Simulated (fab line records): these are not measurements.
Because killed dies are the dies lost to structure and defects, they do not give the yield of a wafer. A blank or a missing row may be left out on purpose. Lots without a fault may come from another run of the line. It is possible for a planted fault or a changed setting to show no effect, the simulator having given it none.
A struck lot beside a sound one | flow berkeley_cmos170 | 14 steps out of a route of 331
Sound: the wafers L466.2, L466.4, L466.6. Struck: wafers L471.4, L471.5, L471.6. The cause is named last.
At each step with rows: each side's tool, then ch and its chambers, then its first start. Under that, the readings that differ: sound wafers | struck wafers | difference of the means | sigmas: that difference in standard deviations of wafers without a fault.
alike: words and numbers the same on both sides, and readings whose means are apart by under 2 such deviations; not compared: readings that were withheld, readings missing a value for some wafer, numbers with overlapping values and no deviation given by the record, and bounds like >300 which may hide the same value.
A row with sigmas, a row that says differs or no value, or rows on one side alone: a step with any of these is where the two part. Non-overlapping numbers with no deviation appear without sigmas and do not part them. A reading missing from all wafers of one side parts the sides only when that side holds two or more wafers.

UCB170_ZERO_STRIP_07: strips in O2.
  sound on plasma_asher-04 ch 0,1, day 2 18:37; struck on plasma_asher-01 ch 0,1, day 3 17:00
  alike: drypump_motor_current_A, oes_product_au, strip_time_to_endpoint_s
  not compared: rf_hours_counter_h
then, 2 steps without rows for these wafers: UCB170_NWELL_WET_ETCH_00 (etches SiO2 in dHF, time 200 s); UCB170_NWELL_OXIDATION_01 (target thk 26.4 nm, ox time 1260 s).
UCB170_NWELL_THK_MEAS_02:
  sound: film_metro-01 at day 3 03:37; struck: film_metro-01 at day 3 22:35
  alike: NWELL_OXIDE_THK
then, 2 steps without rows for these wafers: UCB170_NWELL_ANNEAL_03 (time 900 s); UCB170_NWELL_CVD_04 (deposits Si3N4 from SiH2Cl2/NH3, target thk 224 nm, time 3360 s).
UCB170_NWELL_THK_MEAS_05:
  sound: film_metro-03 at day 3 13:18; struck: film_metro-04 at day 4 02:01
  alike: NWELL_NITRIDE_THK
then, 5 steps without rows for these wafers: UCB170_NWELL_HMDS_06 (prime time 60 s); UCB170_NWELL_COAT_07 (resist thk 900 nm); UCB170_NWELL_SOFTBAKE_08 (time 60 s); UCB170_NWELL_EXPOSE_09 (exposes mask NWELL, target cd 3000 nm); UCB170_NWELL_PEB_10.
UCB170_NWELL_DEVELOP_11: develop time 45 s.
  struck on litho_track-02, day 4 04:00; sound on litho_track-04 ch 0, day 3 14:00
  no value came back on the struck wafers for chill_plate_temp_C (C), develop_time_s (s); on the sound wafers chill_plate_temp_C (C) reads 23.02 22.94 23.05
  reading                                | sound             | struck          | difference | sigmas
  model.KrF_of_NWELL_COAT_07.thk_nm (nm) | 887.7 884.2 885.6 | 898 902.3 899.5 | +14        |
UCB170_NWELL_OVL_MEAS_12:
  sound: overlay-02 at day 3 14:46; struck: overlay-02 at day 4 04:12
  reading        | sound    | struck | difference                    | sigmas
  NWELL_OVL (nm) | -3 -3 -3 | - - -  | no value on the struck wafers |

WHERE THEY PART
At UCB170_NWELL_DEVELOP_11 first; at UCB170_NWELL_OVL_MEAS_12 last (within this record only).

WHY: what the simulator had put in
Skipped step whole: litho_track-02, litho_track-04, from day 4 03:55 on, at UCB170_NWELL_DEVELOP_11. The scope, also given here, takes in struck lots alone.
